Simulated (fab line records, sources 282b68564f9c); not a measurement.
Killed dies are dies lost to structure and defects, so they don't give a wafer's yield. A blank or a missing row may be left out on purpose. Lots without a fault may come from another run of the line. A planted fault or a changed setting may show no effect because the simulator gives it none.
Problem report in the 8D (eight disciplines) form, filled by code | flow rit_cmos | the parts of the form that need people (team, actions taken, sign-off) are left out

1. THE PROBLEM
spin_speed_rpm at RIT_CONTACT_COAT_03 reads a mean of 3494.8 rpm on 6 wafers of 2 lots; wafers without a fault read 3249.5 rpm with a standard deviation of 2. That is +99 or more standard deviations from the usual mean.
The step: resist thk 1000 nm.
First seen on wafer L743.1, day 5 01:33, on litho_track-04. The record holds 18 wafers of 6 lots with a number at this step. Rule for "out", or "out of limits": more than 4 standard deviations from the usual mean. The other wafers with a number count as sound.

2. WHAT IT IS AND WHAT IT IS NOT
question                    | is                     | is not
which readings at this step | spin_speed_rpm         | -
which lots                  | L743, L748             | L735, L738, L749, L753
which wafers of those lots  | all that have a number | -
read on which tools         | litho_track-04         | litho_track-02
when                        | from day 5 01:33       | up to then (6 sound wafers); but 6 sound wafers of L749, L753 came after

3. SUSPECTS, AND WHAT RULES EACH OUT
Counting: a tool at a process step up to the reading stays a suspect if it ran every lot that is out and no sound lot after the first of them.
- litho_track-04 at RIT_CONTACT_COAT_03 (resist thk 1000 nm): kept. It ran every lot that is out, first L743 (day 5 01:33), and no sound lot after that; its last sound lot up to then is L738 (day 4 02:28). Its own readings are out on those wafers: spin_speed_rpm.
Left after counting: litho_track-04 at RIT_CONTACT_COAT_03.

4. THE CAUSE (what the simulator had put in)
Process parameter drift: litho_track-04, from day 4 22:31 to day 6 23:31, at RIT_CONTACT_COAT_03. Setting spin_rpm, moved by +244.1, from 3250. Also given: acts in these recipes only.
Counting left only this tool.

5. THE CHAIN OF EFFECTS, in route order
Each row: a reading whose mean over the struck wafers that have a number lies more than 3 standard deviations from the usual. Only readings for which the record gives a usual standard deviation are gone through. hours: the time from each lot's start at the first step in this table that gives one to its start at this step, as a median over the lots. sigmas: the change in usual standard deviations.
hours | step                | reading        | usual      | on struck wafers | change | sigmas
0     | RIT_CONTACT_COAT_03 | spin_speed_rpm | 3249.5 rpm | 3494.8           | +245.3 | +99 or more
The process steps in it:
- RIT_CONTACT_COAT_03: resist thk 1000 nm.
Later measuring or inspecting steps at which every struck wafer that the step has a row for has a number for every such reading, and none has moved that far: RIT_CONTACT_CD_MEAS_08, RIT_CONTACT_OVL_MEAS_09.

6. WHAT WOULD HAVE CAUGHT IT SOONER
In this record the first reading out of limits was taken at day 5 01:33, 3 hours after the fault began at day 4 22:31.
